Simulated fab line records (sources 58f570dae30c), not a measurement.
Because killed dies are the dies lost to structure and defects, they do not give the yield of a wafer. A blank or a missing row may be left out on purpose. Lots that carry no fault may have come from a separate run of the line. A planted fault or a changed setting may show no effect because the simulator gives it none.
Chamber matching	flow berkeleyCmos170	3 sister chambers for UCB170_GATE_CLEAN_17 on wetBench-01
The step cleans in SPM, time 600 s. 6 wafers are shown with their chamber, then 4 later ones without.

WAFERS PAIRED WITH THEIR CHAMBERS
wafer	chamber	bathHeatDutyPct (%)
L082.4	2	14.4
L082.6	2	13.9
L092.2	3	12.1
L092.5	3	13.2
L093.1	0	11.5
L093.3	0	12.1

WAFERS WITHOUT THEIR CHAMBER
wafer	bathHeatDutyPct (%)
L093.6	11.0
L094.3	11.6
L094.4	11.2
L094.6	10.1

EACH ONE'S CHAMBER
wafer	from the rows above	in truth
L093.6	can't be placed: 0 or 3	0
L094.3	can't be placed: 0 or 3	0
L094.4	can't be placed: 0 or 3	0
L094.6	can't be placed: 0 or 3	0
Correctly placed: 0 of 4. From these rows, 4 cannot be placed; in 4 the true chamber is one of the candidates. Number placed wrongly: 0.
How it was worked out, from the rows above alone: a wafer's distance from a chamber is the root of the sum, over the readings, of the square of ((its reading less the chamber's mean) divided by the reading's scatter). If the next closest chamber is less than 2 further off than the closest, the wafer can't be placed; otherwise it belongs to the closest. Each chamber's mean is taken over the wafers shown for it. The scatter: the root of (the sum of the squares of (reading less its chamber's mean) over the shown wafers, divided by (wafers less chambers)).
